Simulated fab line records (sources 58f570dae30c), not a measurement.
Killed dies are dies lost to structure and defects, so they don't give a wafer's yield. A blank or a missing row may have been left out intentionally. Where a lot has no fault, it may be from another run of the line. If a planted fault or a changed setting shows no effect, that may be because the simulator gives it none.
Which of the tools did it? / flow berkeley-cmos170 / 42 wafers from 14 lots sampled at 4 of the route's 331 steps

## WHAT THE GAUGES READ, wafer by wafer
UCB170_GATE_THK_MEAS_05. Usual: GATE_POLY_THK gives 213.9 nm (standard deviation 2.1).
lot=L403; measured=day 6 19:38; on=film-metro-04; GATE_POLY_THK (nm)=212.1 211.3 212.2; flag=
lot=L405; measured=day 6 19:38; on=film-metro-02; GATE_POLY_THK (nm)=213.1 212.7 213.0; flag=
lot=L404; measured=day 6 19:42; on=film-metro-04; GATE_POLY_THK (nm)=214.7 214.0 212.2; flag=
lot=L406; measured=day 7 19:34; on=film-metro-01; GATE_POLY_THK (nm)=211.4 212.3 210.8; flag=
lot=L408; measured=day 7 19:35; on=film-metro-04; GATE_POLY_THK (nm)=214.0 214.4 213.3; flag=
lot=L407; measured=day 7 19:32; on=film-metro-02; GATE_POLY_THK (nm)=214.7 214.5 213.5; flag=
lot=L412; measured=day 8 13:45; on=film-metro-04; GATE_POLY_THK (nm)=214.5 213.5 215.8; flag=
lot=L410; measured=day 8 13:46; on=film-metro-02; GATE_POLY_THK (nm)=213.9 212.6 212.7; flag=
lot=L416; measured=day 9 17:47; on=film-metro-01; GATE_POLY_THK (nm)=430.3 428.4 432.8 430.4 428.5 432.9; flag=OFF
lot=L415; measured=day 9 14:27; on=film-metro-01; GATE_POLY_THK (nm)=212.0 208.8 210.0; flag=
lot=L417; measured=day 10 02:59; on=film-metro-02; GATE_POLY_THK (nm)=213.6 214.0 214.4; flag=
lot=L418; measured=day 10 04:32; on=film-metro-04; GATE_POLY_THK (nm)=425.7 425.8 426.8 425.6 425.6 426.9; flag=OFF
lot=L419; measured=day 11 01:16; on=film-metro-01; GATE_POLY_THK (nm)=217.0 215.5 215.8; flag=
lot=L426; measured=day 11 20:59; on=film-metro-01; GATE_POLY_THK (nm)=212.4 211.2 210.8; flag=

UCB170_GATE_CD_MEAS_12 targets a cd of 350 nm. Usual: cd-nm 350.3 nm, standard deviation 1.4.
lot=L403; measured=day 6 20:53; on=cd-sem-01; cd-nm (nm)=349.0 349.7 351.6; flag=
lot=L405; measured=day 6 20:53; on=cd-sem-02; cd-nm (nm)=350.7 350.4 349.6; flag=
lot=L404; measured=day 6 21:22; on=cd-sem-01; cd-nm (nm)=350.5 351.2 351.4; flag=
lot=L406; measured=day 7 21:31; on=cd-sem-02; cd-nm (nm)=352.2 351.5 351.7; flag=
lot=L408; measured=day 7 21:41; on=cd-sem-02; cd-nm (nm)=351.4 352.4 349.7; flag=
lot=L407; measured=day 7 21:40; on=cd-sem-01; cd-nm (nm)=348.2 347.7 348.4; flag=
lot=L412; measured=day 8 15:09; on=cd-sem-01; cd-nm (nm)=351.1 350.3 350.0; flag=
lot=L410; measured=day 8 14:54; on=cd-sem-01; cd-nm (nm)=351.1 352.3 351.6; flag=
lot=L415; measured=day 9 15:22; on=cd-sem-02; cd-nm (nm)=347.3 348.3 346.8; flag=
lot=L417; measured=day 10 04:29; on=cd-sem-02; cd-nm (nm)=350.6 349.8 350.2; flag=
lot=L419; measured=day 11 02:11; on=cd-sem-01; cd-nm (nm)=350.0 350.2 351.1; flag=
lot=L426; measured=day 11 22:16; on=cd-sem-02; cd-nm (nm)=349.9 350.7 351.2; flag=

## WHAT TOOL EACH LOT RAN ON (gives the tool, then ch and the chambers of the sampled wafers, and finally the start)
lot=L403; UCB170_NVT_STRIP_08=plasma-asher-01 ch 0,1, day 5 23:38; UCB170_GATE_CVD_04=lpcvd-01 ch 0, day 6 18:13
lot=L405; UCB170_NVT_STRIP_08=plasma-asher-01 ch 0,1, day 6 05:31; UCB170_GATE_CVD_04=lpcvd-01 ch 1, day 6 18:13
lot=L404; UCB170_NVT_STRIP_08=plasma-asher-04 ch 0,1, day 6 05:41; UCB170_GATE_CVD_04=lpcvd-01 ch 1, day 6 18:13
lot=L406; UCB170_NVT_STRIP_08=plasma-asher-01 ch 0,1, day 7 04:32; UCB170_GATE_CVD_04=lpcvd-02 ch 0, day 7 18:08
lot=L408; UCB170_NVT_STRIP_08=plasma-asher-04 ch 0,1, day 7 04:43; UCB170_GATE_CVD_04=lpcvd-02 ch 0, day 7 18:08
lot=L407; UCB170_NVT_STRIP_08=plasma-asher-01 ch 0,1, day 7 04:47; UCB170_GATE_CVD_04=lpcvd-02 ch 1, day 7 18:08
lot=L412; UCB170_NVT_STRIP_08=plasma-asher-04 ch 0,1, day 7 21:38; UCB170_GATE_CVD_04=lpcvd-01 ch 0, day 8 12:21
lot=L410; UCB170_NVT_STRIP_08=plasma-asher-03 ch 0, day 7 21:46; UCB170_GATE_CVD_04=lpcvd-01 ch 0, day 8 12:21
lot=L416; UCB170_NVT_STRIP_08=plasma-asher-01 ch 1, day 8 19:31; UCB170_GATE_CVD_04=lpcvd-01 ch 1, day 9 13:02
lot=L415; UCB170_NVT_STRIP_08=plasma-asher-03 ch 0,1, day 8 20:02; UCB170_GATE_CVD_04=lpcvd-01 ch 0, day 9 13:02
lot=L417; UCB170_NVT_STRIP_08=plasma-asher-03 ch 0,1, day 9 07:23; UCB170_GATE_CVD_04=lpcvd-01 ch 0, day 10 01:33
lot=L418; UCB170_NVT_STRIP_08=plasma-asher-01 ch 0,1, day 9 07:29; UCB170_GATE_CVD_04=lpcvd-01 ch 0, day 10 01:33
lot=L419; UCB170_NVT_STRIP_08=plasma-asher-04 ch 0,1, day 10 07:35; UCB170_GATE_CVD_04=lpcvd-01 ch 1, day 10 23:52
lot=L426; UCB170_NVT_STRIP_08=plasma-asher-01 ch 0,1, day 11 06:15; UCB170_GATE_CVD_04=lpcvd-01 ch 0, day 11 19:35
- UCB170_NVT_STRIP_08: strips in O2.
- UCB170_GATE_CVD_04: deposits poly-Si from SiH4, time 1440 s, target thk 214 nm.

## WHAT THE TOOLS THEMSELVES READ (means of the sampled wafers that have a number; where no wafer has one, the mark that the record gives instead)
UCB170_NVT_STRIP_08. Usual: drypump-motor-current-A 6.04 A, standard deviation 0.21; oes-product-au 0.734 a.u., standard deviation 0.0045; strip-time-to-endpoint-s 21.61 s, standard deviation 0.051.
lot=L403; tool=plasma-asher-01; drypump-motor-current-A (A)=6.13; oes-product-au (a.u.)=0.728; strip-time-to-endpoint-s (s)=21.59; flag=
lot=L405; tool=plasma-asher-01; drypump-motor-current-A (A)=6.12; oes-product-au (a.u.)=0.735; strip-time-to-endpoint-s (s)=21.65; flag=
lot=L404; tool=plasma-asher-04; drypump-motor-current-A (A)=5.92; oes-product-au (a.u.)=0.729; strip-time-to-endpoint-s (s)=21.61; flag=
lot=L406; tool=plasma-asher-01; drypump-motor-current-A (A)=6.06; oes-product-au (a.u.)=0.733; strip-time-to-endpoint-s (s)=21.63; flag=
lot=L408; tool=plasma-asher-04; drypump-motor-current-A (A)=5.93; oes-product-au (a.u.)=0.738; strip-time-to-endpoint-s (s)=21.65; flag=
lot=L407; tool=plasma-asher-01; drypump-motor-current-A (A)=6.14; oes-product-au (a.u.)=0.735; strip-time-to-endpoint-s (s)=21.65; flag=
lot=L412; tool=plasma-asher-04; drypump-motor-current-A (A)=5.94; oes-product-au (a.u.)=0.733; strip-time-to-endpoint-s (s)=21.58; flag=
lot=L410; tool=plasma-asher-03; drypump-motor-current-A (A)=5.97; oes-product-au (a.u.)=0.734; strip-time-to-endpoint-s (s)=21.54; flag=
lot=L416; tool=plasma-asher-01; drypump-motor-current-A (A)=6.22; oes-product-au (a.u.)=0.733; strip-time-to-endpoint-s (s)=21.60; flag=
lot=L415; tool=plasma-asher-03; drypump-motor-current-A (A)=5.97; oes-product-au (a.u.)=0.735; strip-time-to-endpoint-s (s)=21.62; flag=
lot=L417; tool=plasma-asher-03; drypump-motor-current-A (A)=5.96; oes-product-au (a.u.)=0.734; strip-time-to-endpoint-s (s)=21.58; flag=
lot=L418; tool=plasma-asher-01; drypump-motor-current-A (A)=6.04; oes-product-au (a.u.)=0.733; strip-time-to-endpoint-s (s)=21.58; flag=
lot=L419; tool=plasma-asher-04; drypump-motor-current-A (A)=5.94; oes-product-au (a.u.)=0.733; strip-time-to-endpoint-s (s)=21.54; flag=
lot=L426; tool=plasma-asher-01; drypump-motor-current-A (A)=6.12; oes-product-au (a.u.)=0.732; strip-time-to-endpoint-s (s)=21.63; flag=

UCB170_GATE_CVD_04. Usual: spike-tc-load-C 632.4 C, standard deviation 2.2; susceptor-temp-C 609.95 C, standard deviation 0.27.
lot=L403; tool=lpcvd-01; spike-tc-load-C (C)=631.7; susceptor-temp-C (C)=610.10; flag=
lot=L405; tool=lpcvd-01; spike-tc-load-C (C)=634.4; susceptor-temp-C (C)=609.69; flag=
lot=L404; tool=lpcvd-01; spike-tc-load-C (C)=634.3; susceptor-temp-C (C)=609.95; flag=
lot=L406; tool=lpcvd-02; spike-tc-load-C (C)=635.6; susceptor-temp-C (C)=610.28; flag=
lot=L408; tool=lpcvd-02; spike-tc-load-C (C)=633.4; susceptor-temp-C (C)=610.19; flag=
lot=L407; tool=lpcvd-02; spike-tc-load-C (C)=628.4; susceptor-temp-C (C)=609.55; flag=
lot=L412; tool=lpcvd-01; spike-tc-load-C (C)=632.6; susceptor-temp-C (C)=609.91; flag=
lot=L410; tool=lpcvd-01; spike-tc-load-C (C)=631.7; susceptor-temp-C (C)=609.88; flag=
lot=L416; tool=lpcvd-01; spike-tc-load-C (C)=634.1; susceptor-temp-C (C)=609.96; flag=
lot=L415; tool=lpcvd-01; spike-tc-load-C (C)=631.6; susceptor-temp-C (C)=610.09; flag=
lot=L417; tool=lpcvd-01; spike-tc-load-C (C)=631.5; susceptor-temp-C (C)=610.07; flag=
lot=L418; tool=lpcvd-01; spike-tc-load-C (C)=631.8; susceptor-temp-C (C)=610.14; flag=
lot=L419; tool=lpcvd-01; spike-tc-load-C (C)=634.9; susceptor-temp-C (C)=609.98; flag=
lot=L426; tool=lpcvd-01; spike-tc-load-C (C)=631.2; susceptor-temp-C (C)=609.77; flag=

## THE ANSWER, worked out from the rows above alone
Rule: a lot is off if the mean of its wafers that have a number lies more than 3 standard deviations from the usual mean. Also off: a lot with no number at a reading for which 4 or more lots have one. The other lots that the step has rows for count as sound. The gauges are gone through in route order, then the tools' own readings, and for those a lot's mean is taken as printed above. The first step at which some lot is off is used, and at that step the reading that is off furthest; a lot without a number counts as furthest.
Off: at UCB170_GATE_THK_MEAS_05 (GATE_POLY_THK), L416, L418.
If a tool, at a process step before that reading, ran all the lots that are off and no sound lot after the first of them, it fits. The gauges at UCB170_GATE_THK_MEAS_05 are tried like those tools. None of those tried fits.

## WHAT THE SIMULATOR HAD PUT IN
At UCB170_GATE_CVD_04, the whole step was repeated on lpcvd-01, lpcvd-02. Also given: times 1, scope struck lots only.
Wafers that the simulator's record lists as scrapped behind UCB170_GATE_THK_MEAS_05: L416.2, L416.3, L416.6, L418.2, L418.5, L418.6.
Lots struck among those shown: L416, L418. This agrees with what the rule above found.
